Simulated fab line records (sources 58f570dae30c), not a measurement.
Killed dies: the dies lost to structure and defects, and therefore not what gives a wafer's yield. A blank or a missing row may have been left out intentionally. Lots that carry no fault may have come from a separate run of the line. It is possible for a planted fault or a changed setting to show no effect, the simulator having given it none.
Which tool is to blame? -- flow berkeleyCmos170 -- 12 lots with 36 wafers sampled at 2 steps, on a route of 331 steps

## WHAT THE GAUGES SHOWED, per wafer
UCB170_PWELL_THK_MEAS_06. Usual: PWELL_NITRIDE_THK typically reads 220.5 nm, with standard deviation 1.8.
lot,measured,on,PWELL_NITRIDE_THK (nm),flag
L617,day 3 01:37,filmMetro-04,224.6 223.5 224.1,
L618,day 3 01:37,filmMetro-02,222.8 223.4 222.1,
L619,day 3 11:08,filmMetro-02,223.8 222.6 222.7,
L620,day 3 16:06,filmMetro-01,219.8 220.2 220.4,
L621,day 3 17:23,filmMetro-01,220.1 221.9 221.9,
L622,day 3 21:58,filmMetro-01,218.5 218.3 216.5,
L623,day 4 12:37,filmMetro-01,219.1 221.1 221.4,
L626,day 4 20:12,filmMetro-02,217.4 217.3 216.5,
L628,day 5 10:01,filmMetro-04,323.5 324.1 324.0,OFF
L629,day 5 10:01,filmMetro-02,323.2 320.7 321.8,OFF
L633,day 6 11:17,filmMetro-01,220.0 220.6 217.7,
L639,day 7 19:46,filmMetro-01,218.7 221.3 219.0,

## TOOL THAT RAN EACH LOT (tool first, then ch and the chambers of the sampled wafers, then the start)
lot,UCB170_PWELL_CVD_05
L617,"lpcvd-01 ch 0, day 2 23:41"
L618,"lpcvd-01 ch 0, day 2 23:41"
L619,"lpcvd-01 ch 0, day 3 08:15"
L620,"lpcvd-01 ch 1, day 3 13:14"
L621,"lpcvd-02 ch 0, day 3 15:26"
L622,"lpcvd-02 ch 0, day 3 20:04"
L623,"lpcvd-02 ch 0, day 4 10:42"
L626,"lpcvd-01 ch 0, day 4 18:16"
L628,"lpcvd-01 ch 0, day 5 08:05"
L629,"lpcvd-01 ch 0, day 5 08:05"
L633,"lpcvd-02 ch 1, day 6 09:23"
L639,"lpcvd-02 ch 1, day 7 16:53"
- UCB170_PWELL_CVD_05: deposits Si3N4 from SiH2Cl2/NH3, target thk 220 nm, time 3300 s.

## WHAT THE TOOLS THEMSELVES READ (means of the sampled wafers that have a number; where no wafer has one, the mark that the record gives instead)
UCB170_PWELL_CVD_05. Usual: spikeTcCentreC 802.9 C, standard deviation 1.2; spikeTcLoadC 821.8 C, standard deviation 2.8; spikeTcSourceC 823.8 C, standard deviation 1.4; susceptorTempC 800.1 C, standard deviation 0.37; zonePowerSourcePct 19.4 %, standard deviation 2.8.
lot,tool,spikeTcCentreC (C),spikeTcLoadC (C),spikeTcSourceC (C),susceptorTempC (C),zonePowerSourcePct (%),flag
L617,lpcvd-01,802.3,819.7,823.6,799.6,22.5,
L618,lpcvd-01,803.6,820.1,823.9,800.2,22.5,
L619,lpcvd-01,803.0,820.0,824.0,800.7,22.5,
L620,lpcvd-01,802.3,821.1,823.7,800.2,16.0,
L621,lpcvd-02,804.4,824.2,821.1,800.6,19.8,
L622,lpcvd-02,803.8,823.6,821.3,800.0,19.6,
L623,lpcvd-02,802.9,823.7,821.0,800.1,20.0,
L626,lpcvd-01,803.2,819.7,823.5,799.5,22.6,
L628,lpcvd-01,824.9,840.9,846.6,821.7,23.8,OFF
L629,lpcvd-01,823.3,841.3,846.6,821.5,24.0,OFF
L633,lpcvd-02,803.8,826.7,824.1,800.2,16.8,
L639,lpcvd-02,803.7,825.2,823.0,800.6,17.0,

## THE ANSWER, worked out from the rows above alone
Rule: a lot is off if the mean of its wafers that have a number lies more than 3 standard deviations from the usual mean. Also off: a lot with no number at a reading for which 4 or more lots have one. Any other lot the step has rows for is counted as sound. Order of review: gauges by route order, followed by the tools' own readings, for which a lot's mean as printed above is used. At the first step where some lot is off, the reading lying furthest off is the one used; lots without a number count as furthest.
Off: at UCB170_PWELL_THK_MEAS_06 (PWELL_NITRIDE_THK), L628, L629.
A tool fits if, at a process step before that reading, it ran every lot that is off, and no sound lot after the first of them. Not tried: the gauges at UCB170_PWELL_THK_MEAS_06; whatever is off there is also off at UCB170_PWELL_CVD_05, on other tools, and gauge error can't account for it. One candidate fits, namely lpcvd-01 at UCB170_PWELL_CVD_05. A fault onset in the window from L626 (day 4 18:16, its last sound lot) to L628 (day 5 08:05, its first lot off) fits.
The tool's own readings at UCB170_PWELL_CVD_05 bear it out: on the lots that are off they differ by more than 5 times the standard deviation of the sound lots' means. spikeTcCentreC reads 824.1 C there against 803.3 C on the sound lots; spikeTcLoadC reads 841.1 C there against 822.4 C on the sound lots; spikeTcSourceC reads 846.6 C there against 822.9 C on the sound lots; susceptorTempC reads 821.6 C there against 800.2 C on the sound lots.

## WHAT WAS PUT IN BY THE SIMULATOR
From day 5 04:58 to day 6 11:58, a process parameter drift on lpcvd-01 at UCB170_PWELL_CVD_05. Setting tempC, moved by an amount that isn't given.
Struck lots among those shown: L628, L629. The rule given above showed the same thing.
